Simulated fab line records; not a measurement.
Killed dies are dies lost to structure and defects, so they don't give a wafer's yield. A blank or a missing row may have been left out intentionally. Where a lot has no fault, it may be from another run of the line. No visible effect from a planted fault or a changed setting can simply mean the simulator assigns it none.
A sampling plan put to the test | flow berkeley_cmos170 | one fab line, 13 faults that these records tell of, each judged on the records of the lots that it struck; 2 more are left out, because the records don't allow judging them
Plan = the line's own looks (route steps where a gauge or an inspection reads the wafer without altering it). A look can be judged if struck wafers have a number there and the file gives its usual mean and standard deviation on fault-free wafers. Caught: the struck wafers' mean, at a look after the fault's first step, is 4 or more of those standard deviations (sigma) away from the usual mean. On the tool: the identical test, applied to the tool's own readings at the steps of the fault. Also counted as caught: the struck wafers showing another recipe, or a record that is empty for them alone.

== THE FAULTS, as the simulator had put them in ==
1. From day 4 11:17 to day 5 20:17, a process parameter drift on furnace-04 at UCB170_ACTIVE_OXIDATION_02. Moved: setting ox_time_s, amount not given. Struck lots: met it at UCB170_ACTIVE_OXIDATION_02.
2. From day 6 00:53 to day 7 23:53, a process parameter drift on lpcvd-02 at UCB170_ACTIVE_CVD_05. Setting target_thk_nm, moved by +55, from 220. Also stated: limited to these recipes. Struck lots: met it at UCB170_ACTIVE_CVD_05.
3. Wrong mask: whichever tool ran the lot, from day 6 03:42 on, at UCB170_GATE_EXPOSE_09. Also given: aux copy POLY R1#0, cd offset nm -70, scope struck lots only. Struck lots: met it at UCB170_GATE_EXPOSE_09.
4. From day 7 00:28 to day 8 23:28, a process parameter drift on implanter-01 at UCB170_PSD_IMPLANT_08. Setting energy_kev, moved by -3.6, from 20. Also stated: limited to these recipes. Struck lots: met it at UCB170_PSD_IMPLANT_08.
5. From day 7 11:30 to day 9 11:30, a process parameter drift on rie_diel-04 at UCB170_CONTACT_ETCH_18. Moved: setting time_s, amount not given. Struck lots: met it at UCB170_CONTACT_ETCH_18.
6. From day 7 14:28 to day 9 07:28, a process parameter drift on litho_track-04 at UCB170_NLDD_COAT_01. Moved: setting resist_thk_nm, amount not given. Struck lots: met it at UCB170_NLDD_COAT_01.
7. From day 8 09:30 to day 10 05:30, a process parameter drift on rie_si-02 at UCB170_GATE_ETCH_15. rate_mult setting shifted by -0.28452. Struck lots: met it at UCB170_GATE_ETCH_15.
8. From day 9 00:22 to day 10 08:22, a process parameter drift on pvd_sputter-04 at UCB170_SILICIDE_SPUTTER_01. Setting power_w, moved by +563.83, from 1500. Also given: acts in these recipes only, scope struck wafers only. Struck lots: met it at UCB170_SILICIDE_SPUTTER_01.
9. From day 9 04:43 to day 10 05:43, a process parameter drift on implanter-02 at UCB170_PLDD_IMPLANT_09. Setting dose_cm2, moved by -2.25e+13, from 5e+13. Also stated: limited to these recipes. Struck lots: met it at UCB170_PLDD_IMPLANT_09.
10. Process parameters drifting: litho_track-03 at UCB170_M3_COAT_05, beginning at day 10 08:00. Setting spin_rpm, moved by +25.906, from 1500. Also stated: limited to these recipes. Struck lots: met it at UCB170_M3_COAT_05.
11. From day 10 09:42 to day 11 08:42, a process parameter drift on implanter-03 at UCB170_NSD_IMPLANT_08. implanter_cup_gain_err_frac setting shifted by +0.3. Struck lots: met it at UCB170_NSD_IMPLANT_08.
12. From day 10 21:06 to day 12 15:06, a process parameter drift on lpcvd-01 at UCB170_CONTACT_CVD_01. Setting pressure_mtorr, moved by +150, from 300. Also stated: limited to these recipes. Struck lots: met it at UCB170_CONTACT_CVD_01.
13. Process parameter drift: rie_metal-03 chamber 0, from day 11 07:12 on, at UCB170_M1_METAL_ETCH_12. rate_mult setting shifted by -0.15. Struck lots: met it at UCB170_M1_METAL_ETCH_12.

== WHAT THE PLAN SAW ==
fault | on the tool itself                      | first look that catches it     | reading, sigma         | median hours from its first step to that look | hours from the fault's start to the first struck lot there | judged looks passed uncaught
1     | under 2 sigma                           | UCB170_ACTIVE_THK_MEAS_03      | ACTIVE_OXIDE_THK -5.2  | 1.4                                           | 14                                                         | 0
2     | no reading that can be judged           | UCB170_ACTIVE_THK_MEAS_06      | ACTIVE_NITRIDE_THK +30 | 1.9                                           | 7                                                          | 0
3     | no reading that can be judged           | UCB170_GATE_CD_MEAS_12         | cd_nm -63              | 1.2                                           | 1                                                          | 0
4     | beam_energy_keV -99 or beyond sigma     | UCB170_PSD_TW_MEAS_10          | PSD_TW -5.6            | 0.2                                           | 6                                                          | 0
5     | run_length_s -99 or beyond sigma        | no look after it can be judged | -                      | -                                             | -                                                          | 0
6     | under 2 sigma                           | no look after it can be judged | -                      | -                                             | -                                                          | 0
7     | only faintly: oes_product_au -3.0 sigma | no look after it can be judged | -                      | -                                             | -                                                          | 0
8     | cathode_dc_power_W +99 or beyond sigma  | UCB170_SILICIDE_RS_MEAS_02     | SILICIDE_TI_RS -20     | 0.0                                           | 6                                                          | 0
9     | dose_ions_cm2 -99 or beyond sigma       | UCB170_PLDD_TW_MEAS_11         | PLDD_TW -11            | 0.2                                           | 1                                                          | 0
10    | spin_speed_rpm +21 sigma                | no look after it can be judged | -                      | -                                             | -                                                          | 0
11    | faraday_current_uA +15 sigma            | UCB170_NSD_TW_MEAS_10          | NSD_TW -4.7            | 0.2                                           | 4                                                          | 0
12    | pressure_mtorr +99 or beyond sigma      | UCB170_CONTACT_THK_MEAS_02     | CONTACT_PSG_THK +24    | 1.8                                           | 11                                                         | 0
13    | under 2 sigma                           | no look after it can be judged | -                      | -                                             | -                                                          | 0
A dash: the fault isn't caught, or these records don't give the number.

Caught at a look: 8 of 13. Caught on the tool: 7 of 13. By one or the other: 10 of 13.
Faults 5, 10 were caught on the tool alone.
Caught at a look alone: faults 1, 2, 3.
Caught by neither: faults 6, 7, 13.

== THINNER SAMPLING ==
Were the look that catches a fault to measure just every second or every third lot (counted by lot number), the first struck lot would, at worst, be measured this late:
fault | struck lots at that look, in order of time | every lot | every second lot | every third lot
1     | L181, L182                                 | 14 h      | 14 h             | may miss all 2
2     | L359, L358                                 | 7 h       | 7 h              | may miss all 2
3     | L837                                       | 1 h       | may miss it      | may miss it
4     | L207, L209, L210                           | 6 h       | 32 h             | may miss all 3
8     | L835, L838                                 | 6 h       | 17 h             | may miss all 2
9     | L317, L319                                 | 1 h       | may miss all 2   | may miss all 2
11    | L181, L185                                 | 4 h       | may miss all 2   | may miss all 2
12    | L342, L343                                 | 11 h      | 17 h             | may miss all 2
Hours are from the fault's start to the first struck lot that is measured. Since the struck wafers were tested as one group against 4 sigma, a single lot by itself may lie under the limit. Other struck lots may not be in these records.

== THE LONGEST TIMED WAY FROM STEP TO LOOK ==
Fault 2: a median of 1.9 hours passes between UCB170_ACTIVE_CVD_05 and UCB170_ACTIVE_THK_MEAS_06. No look between them can be judged.
